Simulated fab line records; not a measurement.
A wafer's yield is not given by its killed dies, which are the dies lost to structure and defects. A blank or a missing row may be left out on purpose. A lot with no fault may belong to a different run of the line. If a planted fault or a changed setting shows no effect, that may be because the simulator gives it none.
fab line records	flow berkeleyCmos170
record lots=14	wafers=42	lastDay=13
route steps=331 shown ACTIVE@75 PVT@122 M2@273 V2@305
lots with no fault: from the same line, run without faults
startH: hours from the record's first day to the start of the lot's first wafer shown	waitH: hours from the lot's prior step to this one	" same as the row above	L1.1+2: a single row standing in for several wafers	- no value present, or no start provided	* or withheld: withheld	< > ~ a bound
route shown NAME@n: NAME is a module with steps in the file, n the number in the route of the first one	usual: mean and standard deviation over wafers with no fault	same: alike in all rows	chamber/n: place in a boat	sites: the reading at each site	_std_site: standard deviation of those values	_edge_site: outer sites' mean less inner sites'	radiusMm: for every site, how far away it sits from the centre of the wafer	mask NAME#n: copy n	behind: the tool/chamber that last shaped the wafer	hold: what put the lot on hold/how long, in hours/how the hold closed	device: the transistor (n, p or np) that didn't switch	end of line: tests run on the same wafers once the route is complete	a step given without rows: its recipe and nothing more	killed: not the wafer's yield, but the dies lost to structure and defects at the first sort	map: shows each die of a wafer: x if killed, . if not, _ if none is there
set.NAME: the setting the step ran with; set.NAME@STEP: the setting that earlier step ran with	model.NAME: the simulator's own value behind a step, which no gauge read
route steps across a sampled set of lots; one table per step, one row per wafer
services: the hour from which a tool's chamber was out of use, counted from the record's first day as startH (under 0 if before that day), plus the number of hours and why
## steps
# step UCB170_ACTIVE_ETCH_15
# recipe chemistry=CH3F/Ar/O2	target=Si3N4	stopOn=SiO2	CH3F_flow_sccm=20	Ar_flow_sccm=50	O2_flow_sccm=7	pressureMtorr=50	rfW=450	targetDepthA=2420	overEtchFrac=0.1	timeS=151
# usual drypumpMotorCurrentA=5.7/0.37	oesProductAu=0.942/0.013	throttleValvePct=8.02/0.13
# same overEtchFrac=0.1
lot.wafer	tool	chamber	startH	waitH	drypumpMotorCurrentA	oesProductAu	rfHoursCounterH	throttleValvePct
L369.3	rieDiel-02	1	92.65	0.0	5.6	0.956	118	7.94
L369.4	"	3	"	"	6.1	0.929	-	8.13
L369.5	"	2	"	"	5.5	0.931	-	8.10
L376.2	rieDiel-02	2	128.75	0.0	5.5	0.931	139	8.09
L376.3	"	0	"	"	6.3	0.943	99	8.24
L376.5	"	2	"	"	5.5	0.933	-	8.11
L373.2	rieDiel-04	0	129.30	0.0	5.8	0.936	2	7.81
L373.3	"	3	"	"	5.9	0.927	1	7.98
L373.5	"	3	"	"	5.9	0.940	-	7.97
L377.3	rieDiel-01	1	129.58	0.0	5.6	0.940	10	7.87
L377.5	"	0	"	"	5.3	0.961	-	7.93
L377.6	"	1	"	"	5.6	0.941	-	7.86
L375.1	rieDiel-04	0	133.35	0.0	5.7	0.959	2	7.82
L375.4	"	1	"	"	6.3	0.930	37	7.89
L375.5	"	1	"	"	6.3	0.935	-	7.89
L378.1	rieDiel-04	2	141.41	0.0	4.9	0.938	88	8.03
L378.3	"	0	"	"	5.7	0.937	2	7.82
L378.6	"	1	"	"	6.3	0.916	-	7.90
L380.2	rieDiel-02	2	149.54	0.0	5.5	0.932	140	8.10
L380.3	"	1	"	"	5.6	0.960	120	7.94
L380.6	"	1	"	"	5.6	0.957	-	7.95
L382.1	rieDiel-01	3	160.96	0.0	5.6	0.934	14	8.20
L382.2	"	2	"	"	6.1	0.945	127	8.12
L382.5	"	3	"	"	5.5	0.942	-	8.19
L383.1	rieDiel-02	1	161.33	0.0	5.5	0.966	121	7.93
L383.2	"	0	"	"	6.2	0.954	100	8.23
L383.3	"	3	"	"	6.1	0.921	63	8.12
L384.3	rieDiel-04	1	161.60	0.0	6.3	0.924	38	7.90
L384.4	"	2	"	"	4.9	0.956	90	8.02
L384.6	"	0	"	"	5.7	0.947	-	7.82
L387.3	rieDiel-04	2	184.99	0.0	4.9	0.947	90	8.03
L387.5	"	0	"	"	5.7	0.925	-	7.82
L387.6	"	3	"	"	5.9	0.925	-	7.98
L389.1	rieDiel-04	3	198.41	0.0	5.9	0.935	4	8.00
L389.5	"	0	"	"	5.7	0.946	-	7.83
L389.6	"	1	"	"	6.3	0.933	-	7.89
L391.2	rieDiel-04	0	206.26	0.0	5.7	0.936	6	7.84
L391.3	"	3	"	"	6.0	0.942	5	7.99
L391.4	"	3	"	"	6.0	0.934	-	7.99
L392.1	rieDiel-01	3	206.46	0.0	5.5	0.941	16	8.22
L392.3	"	0	"	"	5.2	0.954	19	7.93
L392.4	"	2	"	"	6.1	0.949	129	8.13
# step UCB170_PVT_IMPLANT_07
# recipe species=P	doseCm2=2e+12	energyKev=30	tiltDeg=7
# usual doseIonsCm2=2.0002e+12/2.2e+09	faradayCurrentUA=6.35/0.12
lot.wafer	tool	chamber	startH	waitH	doseIonsCm2	faradayCurrentUA
L369.3	implanter-04	0	138.18	0.1	2.0008e+12	6.33
L369.4	"	0	"	"	1.9994e+12	6.02
L369.5	"	0	"	"	2.0028e+12	6.20
L377.3	implanter-03	0	171.84	0.1	2.0011e+12	6.40
L377.5	"	0	"	"	2.0021e+12	6.15
L377.6	"	0	"	"	1.9991e+12	6.45
L375.1	implanter-04	0	172.06	0.0	2.0015e+12	6.29
L375.4	"	0	"	"	2.0012e+12	6.36
L375.5	"	0	"	"	2.0009e+12	6.50
L373.2	implanter-03	0	172.09	0.0	1.9993e+12	6.46
L373.3	"	0	"	"	1.9984e+12	6.50
L373.5	"	0	"	"	1.9974e+12	6.51
L376.2	implanter-02	0	172.36	0.0	1.9988e+12	6.23
L376.3	"	0	"	"	2.0003e+12	6.27
L376.5	"	0	"	"	1.9981e+12	6.27
L378.1	implanter-03	0	179.17	0.0	2.0021e+12	6.37
L378.3	"	0	"	"	2.003e+12	6.40
L378.6	"	0	"	"	2.0007e+12	6.27
L380.2	implanter-04	0	191.65	0.0	2.0006e+12	6.46
L380.3	"	0	"	"	2.0019e+12	6.43
L380.6	"	0	"	"	1.9993e+12	6.48
L383.1	implanter-04	0	202.16	0.0	1.5644e+12	5.04
L383.2	"	0	"	"	1.5639e+12	4.89
L383.3	"	0	"	"	1.5623e+12	5.16
L384.3	implanter-02	0	203.38	0.1	2.004e+12	6.29
L384.4	"	0	"	"	2.0026e+12	6.42
L384.6	"	0	"	"	2.0011e+12	6.46
L382.1	implanter-03	0	204.06	0.0	1.9972e+12	6.32
L382.2	"	0	"	"	1.998e+12	6.18
L382.5	"	0	"	"	1.9983e+12	6.10
L387.3	implanter-04	0	229.69	0.1	1.5627e+12	4.96
L387.5	"	0	"	"	1.5572e+12	4.97
L387.6	"	0	"	"	1.5615e+12	5.11
L389.1	implanter-02	0	240.38	0.0	1.9994e+12	6.35
L389.5	"	0	"	"	1.9976e+12	6.42
L389.6	"	0	"	"	1.9993e+12	6.64
L392.1	implanter-03	0	247.22	0.0	2.0022e+12	6.25
L392.3	"	0	"	"	2.0026e+12	6.52
L392.4	"	0	"	"	1.9971e+12	6.41
L391.2	implanter-02	0	247.80	0.0	1.9988e+12	6.39
L391.3	"	0	"	"	1.9999e+12	6.32
L391.4	"	0	"	"	1.9998e+12	6.27
# step UCB170_PVT_TW_MEAS_09
# usual PVT_TW=507/3.8
lot.wafer	tool	chamber	startH	waitH	PVT_TW
L369.3	filmMetro-04	-	138.40	0.1	512
L369.4	"	-	"	"	512
L369.5	"	-	"	"	512
L377.3	filmMetro-01	-	172.06	0.1	510
L377.5	"	-	"	"	508
L377.6	"	-	"	"	508
L375.1	filmMetro-01	-	172.31	0.1	509
L375.4	"	-	"	"	512
L375.5	"	-	"	"	511
L373.2	filmMetro-02	-	172.32	0.1	500
L373.3	"	-	"	"	500
L373.5	"	-	"	"	502
L376.2	filmMetro-02	-	172.60	0.1	503
L376.3	"	-	"	"	501
L376.5	"	-	"	"	501
L378.1	filmMetro-01	-	179.42	0.1	508
L378.3	"	-	"	"	508
L378.6	"	-	"	"	509
L380.2	filmMetro-04	-	191.89	0.1	506
L380.3	"	-	"	"	506
L380.6	"	-	"	"	507
L383.1	filmMetro-02	-	202.41	0.1	464
L383.2	"	-	"	"	465
L383.3	"	-	"	"	466
L384.3	filmMetro-04	-	203.60	0.1	507
L384.4	"	-	"	"	508
L384.6	"	-	"	"	508
L382.1	filmMetro-04	-	204.31	0.1	510
L382.2	"	-	"	"	508
L382.5	"	-	"	"	511
L387.3	filmMetro-04	-	229.91	0.1	468
L387.5	"	-	"	"	473
L387.6	"	-	"	"	472
L389.1	filmMetro-04	-	240.63	0.1	513
L389.5	"	-	"	"	508
L389.6	"	-	"	"	508
L392.1	filmMetro-04	-	247.47	0.1	511
L392.3	"	-	"	"	511
L392.4	"	-	"	"	507
L391.2	filmMetro-01	-	248.03	0.1	511
L391.3	"	-	"	"	508
L391.4	"	-	"	"	509
# step UCB170_M2_RS_MEAS_02
# recipe thkMeasGauge=four-point-probe	reads=Al_of_M2_SPUTTER_01
# usual M2_AL_RS=0.0322/0.00041
lot.wafer	tool	chamber	startH	waitH	M2_AL_RS[ohm/sq]
L369.3	filmMetro-02	-	182.01	0.1	0.0328
L369.4	"	-	"	"	0.0326
L369.5	"	-	"	"	0.0317
L375.1	filmMetro-01	-	219.32	0.0	0.0324
L375.4	"	-	"	"	0.0319
L375.5	"	-	"	"	0.0324
L377.3	filmMetro-02	-	219.48	0.1	0.0319
L377.5	"	-	"	"	0.0325
L377.6	"	-	"	"	0.0319
L373.2	filmMetro-04	-	219.58	0.1	0.0318
L373.3	"	-	"	"	0.0319
L373.5	"	-	"	"	0.0325
L376.2	filmMetro-01	-	220.38	0.1	0.0314
L376.3	"	-	"	"	0.0317
L376.5	"	-	"	"	0.0316
L378.1	filmMetro-01	-	224.06	0.0	0.0324
L378.3	"	-	"	"	0.0325
L378.6	"	-	"	"	0.0324
L380.2	filmMetro-02	-	238.03	0.1	0.0322
L380.3	"	-	"	"	0.0328
L380.6	"	-	"	"	0.0323
L383.1	filmMetro-04	-	254.95	0.0	0.0318
L383.2	"	-	"	"	0.0324
L383.3	"	-	"	"	0.0328
L382.1	filmMetro-02	-	255.31	0.0	0.0316
L382.2	"	-	"	"	0.0320
L382.5	"	-	"	"	0.0321
L384.3	filmMetro-01	-	255.83	0.1	0.0324
L384.4	"	-	"	"	0.0327
L384.6	"	-	"	"	0.0323
L387.3	filmMetro-02	-	272.49	0.1	0.0324
L387.5	"	-	"	"	0.0323
L387.6	"	-	"	"	0.0328
L389.1	filmMetro-01	-	283.40	0.0	0.0324
L389.5	"	-	"	"	0.0326
L389.6	"	-	"	"	0.0322
L392.1	filmMetro-04	-	291.07	0.0	0.0324
L392.3	"	-	"	"	0.0325
L392.4	"	-	"	"	0.0320
L391.2	filmMetro-01	-	295.73	0.1	0.0321
L391.3	"	-	"	"	0.0323
L391.4	"	-	"	"	0.0322
# step UCB170_V2_OVL_MEAS_13
# usual V2_OVL=0/7
lot.wafer	tool	chamber	startH	waitH	V2_OVL[nm]
L369.3	overlay-02	-	186.69	0.1	-5
L369.4	"	-	"	"	-5
L369.5	"	-	"	"	-4
L375.1	overlay-02	-	225.28	0.1	8
L375.4	"	-	"	"	7
L375.5	"	-	"	"	8
L377.3	overlay-01	-	225.53	0.1	-15
L377.5	"	-	"	"	-18
L377.6	"	-	"	"	-14
L373.2	overlay-01	-	225.80	0.1	10
L373.3	"	-	"	"	6
L373.5	"	-	"	"	15
L376.2	overlay-01	-	226.53	0.1	5
L376.3	"	-	"	"	8
L376.5	"	-	"	"	9
L378.1	overlay-02	-	228.80	0.1	-3
L378.3	"	-	"	"	-8
L378.6	"	-	"	"	-7
L380.2	overlay-01	-	246.14	0.1	-3
L380.3	"	-	"	"	-3
L380.6	"	-	"	"	-4
L383.1	overlay-02	-	259.82	0.1	1
L383.2	"	-	"	"	-4
L383.3	"	-	"	"	1
L382.1	overlay-01	-	260.11	0.1	13
L382.2	"	-	"	"	7
L382.5	"	-	"	"	8
L384.3	overlay-02	-	260.59	0.1	5
L384.4	"	-	"	"	0
L384.6	"	-	"	"	6
L387.3	overlay-01	-	277.79	0.1	-10
L387.5	"	-	"	"	-10
L387.6	"	-	"	"	-10
L389.1	overlay-01	-	287.73	0.1	-5
L389.5	"	-	"	"	-7
L389.6	"	-	"	"	-7
L392.1	overlay-02	-	296.91	0.1	-5
L392.3	"	-	"	"	-3
L392.4	"	-	"	"	-14
L391.2	overlay-02	-	300.99	0.1	7
L391.3	"	-	"	"	6
L391.4	"	-	"	"	5
## services
tool	chamber	startH	hours	kind
rieDiel-01	2	77.34	9.9	repair
rieDiel-02	3	85.68	3.1	repair
rieDiel-04	3	89.94	-	clean
rieDiel-04	3	89.94	14.2	scheduledDown
rieDiel-04	3	89.94	14.2	ventCycle
rieDiel-02	0	91.22	19.1	repair
rieDiel-02	-	118.71	0.8	repair
implanter-02	-	122.96	1.2	repair
rieDiel-02	3	139.15	1.5	repair
rieDiel-02	-	147.40	2.0	repair
implanter-03	-	162.43	3.8	repair
implanter-02	-	172.92	5.2	pm
rieDiel-04	2	196.98	9.6	repair
rieDiel-02	2	201.89	-	clean
rieDiel-02	2	201.89	18.5	scheduledDown
rieDiel-02	2	201.89	18.5	ventCycle
rieDiel-02	1	202.82	1.7	repair
implanter-04	-	220.77	4.1	repair
rieDiel-01	0	227.24	2.7	repair
rieDiel-02	3	232.13	1.5	repair
rieDiel-01	-	236.72	15.6	pm
## key
firstSign step=UCB170_PVT_IMPLANT_07	reading=doseIonsCm2	direction=down	sigmas=99+	usual=2.0002e+12	struck=1.562e+12
effect step=UCB170_PVT_IMPLANT_07	reading=faradayCurrentUA	direction=down	sigmas=11	usual=6.35	struck=5.02
effect step=UCB170_PVT_TW_MEAS_09	reading=PVT_TW	direction=down	sigmas=10	usual=507	struck=468
metAt UCB170_PVT_IMPLANT_07
struckLots L383,L387
sortLeftOut L383.1,L383.2,L383.3
testerLeftOut L383,L387
notActingAt UCB170_ACTIVE_ETCH_15,UCB170_M2_RS_MEAS_02,UCB170_V2_OVL_MEAS_13
onsetBetween 191.65 202.16
earlierFault kind=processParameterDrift	tool=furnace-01	chamber=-	onsetH=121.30	steps=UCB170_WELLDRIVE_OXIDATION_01	channel=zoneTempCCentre	offset=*	shape=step	endH=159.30
fault kind=processParameterDrift	tool=implanter-04	chamber=-	onsetH=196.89	steps=UCB170_PVT_IMPLANT_07	channel=doseCm2	offset=-4.4e+11	shape=step	endH=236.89	actsIn=theseRecipesOnly	stated=2e+12
# testerLeftOut: of these lots the tester's yield and bins aren't shown, on N5 and GAA mostly nor the transistor test; their killed dies are dies lost to structure and defects alone, not to doping, threshold or leakage, so they don't give the yield
# sortLeftOut: the simulated sort isn't trusted on such a fault, so these wafers' sort isn't shown, and their yield isn't known
